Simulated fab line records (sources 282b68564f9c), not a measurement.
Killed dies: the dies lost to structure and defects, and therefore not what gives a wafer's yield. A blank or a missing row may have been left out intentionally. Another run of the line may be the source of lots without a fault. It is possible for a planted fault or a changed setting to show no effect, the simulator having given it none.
Split-lot experiment -- flow rit_cmos -- 23 wafers read across 5 lots, on a route 202 steps long

== THE SPLIT ==
At RIT_M1_COAT_04 (resist thk 1300 nm), the setting resist_thk_nm was moved away from the recipe's 1300 nm on 10 of the 23 wafers read, by +2.1% to +4.8%. All remaining wafers had this setting at the recipe value.

== FROM THE SPLIT TO THE READING: what the file shows between them, 4 steps ==
- RIT_M1_SOFTBAKE_05: time 60 s (also split here: temp_c)
- RIT_M1_EXPOSE_06: exposes mask M12, target cd 2600 nm
- RIT_M1_PEB_07
- RIT_M1_DEVELOP_08: develop time 68 s

== THE READING ==
At RIT_M1_CD_MEAS_09: cd_nm in nanometres, against a target cd of 2600 nm. Fault-free wafers of this fab line usually give 2601.4 nm, standard deviation 2.8 nm.

wafer,"tool, chamber at the split","resist_thk_nm as run, nm",against the recipe,"cd_nm, nm",against lot-mates on the recipe
L075.2,"litho_track-04, 0",1300,recipe,2601.4,-
L075.3,"litho_track-04, 0",1300,recipe,2602.0,-
L075.6,"litho_track-04, 0",1300,recipe,2599.4,-
L078.2,"litho_track-03, 0",1355,+4.2%,2610.3,+8.0
L078.3,"litho_track-03, 0",1300,recipe,2603.2,-
L078.4,"litho_track-03, 0",1300,recipe,2601.4,-
L078.5,"litho_track-03, 0",1355,+4.2%,2610.9,+8.6
L078.6,"litho_track-03, 0",1355,+4.2%,2608.5,+6.2
L079.1,"litho_track-02, 0",1352,+4.0%,2609.6,+3.5
L079.2,"litho_track-02, 0",1352,+4.0%,2612.2,+6.1
L079.3,"litho_track-02, 0",1300,recipe,2605.7,-
L079.5,"litho_track-02, 0",1300,recipe,2606.5,-
L079.6,"litho_track-02, 0",1300,recipe,2606.1,-
L081.2,"litho_track-02, 0",1300,recipe,2601.1,-
L081.3,"litho_track-02, 0",1327,+2.1%,2604.1,+2.9
L081.4,"litho_track-02, 0",1300,recipe,2600.6,-
L081.5,"litho_track-02, 0",1300,recipe,2601.8,-
L081.6,"litho_track-02, 0",1327,+2.1%,2603.6,+2.4
L082.2,"litho_track-02, 0",1300,recipe,2599.4,-
L082.3,"litho_track-02, 0",1363,+4.8%,2604.8,+4.6
L082.4,"litho_track-02, 0",1363,+4.8%,2607.9,+7.7
L082.5,"litho_track-02, 0",1300,recipe,2601.0,-
L082.6,"litho_track-02, 0",1363,+4.8%,2602.9,+2.7

FIT RESULTS
A straight line over all 23 wafers: cd_nm changes by +1.29 nm for each +1% of resist_thk_nm; r = +0.71; the points scatter about the line by 2.8 nm.
The same after taking each lot's own level away (the mean of its wafers on the recipe; 23 wafers): +1.32 nm for each +1%; r = +0.89; scatter 1.5 nm.
The reading moves by 6.4 nm for the largest change in resist_thk_nm, on that fit.
From 2600.20 to 2606.10 nm: that is the span of the lots' own levels, equal to 2.1 times the standard deviation above.
So the lot-to-lot level blurs the effect unless lot-mates are compared.
Check: for one of the wafers moved furthest among these (+4.8%), held out of the fit, the line's prediction against its lot-mates is +6.73 nm. Against them it came out at +4.6 nm.

== THE OTHER SPLITS THESE WAFERS WENT THROUGH ==
Other splits were also applied to these wafers ahead of the reading. Each is held against what the fit with the lots' levels taken away leaves over:
other split on the same wafers,wafers away from the commonest value,r with cd_nm (lot level and that fit taken away)
RIT_CONTACT_CVD_00 time_s,11,+0.35
RIT_CONTACT_DEVELOP_07 develop_time_s,8,-0.03
RIT_M1_SOFTBAKE_05 temp_c,6,-0.56

== THE WHOLE CHAIN: every reading that the file lists as answering this split, in the file's order ==
step,what it does,reading,change (the file's fit),r (the file's)
RIT_M1_COAT_04,resist thk 1300 nm,"NOVOLAK_of_M1_COAT_04.thk_nm (the simulator's own value, which no gauge read)",+12.8 nm for each +1% of the setting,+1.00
RIT_M1_CD_MEAS_09,target cd 2600 nm,cd_nm,+1.31 nm for each +1% of the setting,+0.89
RIT_M1_HARDBAKE_11,time 120 s,"NOVOLAK_of_M1_COAT_04.thk_nm (the simulator's own value, which no gauge read)",+11 nm for each +1% of the setting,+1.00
RIT_M1_METAL_ETCH_12,"etches Al in Cl2/BCl3, stops on SiO2, time 165 s, target depth 600 nm","NOVOLAK_of_M1_COAT_04.thk_nm (the simulator's own value, which no gauge read)",+10.1 nm for each +1% of the setting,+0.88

== FILE'S OWN FIT ==
cd_nm changes by +1.31 nm for each +1% of resist_thk_nm, r = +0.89.
